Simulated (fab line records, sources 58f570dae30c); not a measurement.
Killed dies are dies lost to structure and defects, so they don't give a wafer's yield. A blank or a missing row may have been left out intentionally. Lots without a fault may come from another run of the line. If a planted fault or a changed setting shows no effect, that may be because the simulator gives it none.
Lot-split experiment + flow berkeleyCmos170 + 23 wafers read across 5 lots, on a route 331 steps long

== ABOUT THE SPLIT ==
At UCB170_WELLDRIVE_OXIDATION_01 (target thk 199 nm, ox time 9000 s), the setting oxTimeS was moved away from the recipe's 9000 s on 20 of the 23 wafers read, by +5.1% to +14.3%. All remaining wafers had this setting at the recipe value.

The reading is taken at the split's own step.

== THE READING ==
SiO2_of_WELLDRIVE_OXIDATION_01.thkNm (the simulator's own value, which no gauge read), in nm, at UCB170_WELLDRIVE_OXIDATION_01 (target thk 199 nm, ox time 9000 s). No usual value for it is given in the file. Here, 3 wafers ran the recipe; their average is 195.9 nm with a standard deviation of 0.76 nm.

| wafer  | tool, chamber at the split | oxTimeS as run, s | against the recipe | SiO2_of_WELLDRIVE_OXIDATION_01.thkNm, nm | against lot-mates on the recipe |
|--------|----------------------------|-------------------|--------------------|------------------------------------------|---------------------------------|
| L074.1 | -, -                       | 10090             | +12.1%             | 211                                      | no lot-mate on the recipe       |
| L074.2 | -, -                       | 10090             | +12.1%             | 211.7                                    | no lot-mate on the recipe       |
| L074.3 | -, -                       | 10090             | +12.1%             | 209.6                                    | no lot-mate on the recipe       |
| L074.4 | -, -                       | 10090             | +12.1%             | 211.8                                    | no lot-mate on the recipe       |
| L074.6 | -, -                       | 10090             | +12.1%             | 214.2                                    | no lot-mate on the recipe       |
| L075.1 | furnace-02, 0              | 9000              | recipe             | 197                                      | -                               |
| L075.4 | furnace-02, 0              | 9000              | recipe             | 195.3                                    | -                               |
| L075.5 | furnace-02, 0              | 9000              | recipe             | 195.5                                    | -                               |
| L077.1 | -, -                       | 10290             | +14.3%             | 209.7                                    | no lot-mate on the recipe       |
| L077.2 | -, -                       | 10290             | +14.3%             | 211.9                                    | no lot-mate on the recipe       |
| L077.4 | -, -                       | 10290             | +14.3%             | 213.3                                    | no lot-mate on the recipe       |
| L077.5 | -, -                       | 10290             | +14.3%             | 214                                      | no lot-mate on the recipe       |
| L077.6 | -, -                       | 10290             | +14.3%             | 206                                      | no lot-mate on the recipe       |
| L080.1 | -, -                       | 9731              | +8.1%              | 202.9                                    | no lot-mate on the recipe       |
| L080.2 | -, -                       | 9731              | +8.1%              | 204.1                                    | no lot-mate on the recipe       |
| L080.3 | -, -                       | 9731              | +8.1%              | 204.1                                    | no lot-mate on the recipe       |
| L080.4 | -, -                       | 9731              | +8.1%              | 207.1                                    | no lot-mate on the recipe       |
| L080.5 | -, -                       | 9731              | +8.1%              | 206                                      | no lot-mate on the recipe       |
| L083.1 | -, -                       | 9462              | +5.1%              | 201.7                                    | no lot-mate on the recipe       |
| L083.2 | -, -                       | 9462              | +5.1%              | 201                                      | no lot-mate on the recipe       |
| L083.4 | -, -                       | 9462              | +5.1%              | 202.6                                    | no lot-mate on the recipe       |
| L083.5 | -, -                       | 9462              | +5.1%              | 201.1                                    | no lot-mate on the recipe       |
| L083.6 | -, -                       | 9462              | +5.1%              | 198.6                                    | no lot-mate on the recipe       |

FIT RESULTS
A straight line over all 23 wafers: SiO2_of_WELLDRIVE_OXIDATION_01.thkNm changes by +1.16 nm for each +1% of oxTimeS; r = +0.93; the points scatter about the line by 2.2 nm.
Too few moved wafers have a lot-mate on the recipe to fit a line with each lot's own level taken away.

== THE FILE'S OWN FIT ==
SiO2_of_WELLDRIVE_OXIDATION_01.thkNm changes by +1.16 nm for each +1% of oxTimeS, r = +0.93.
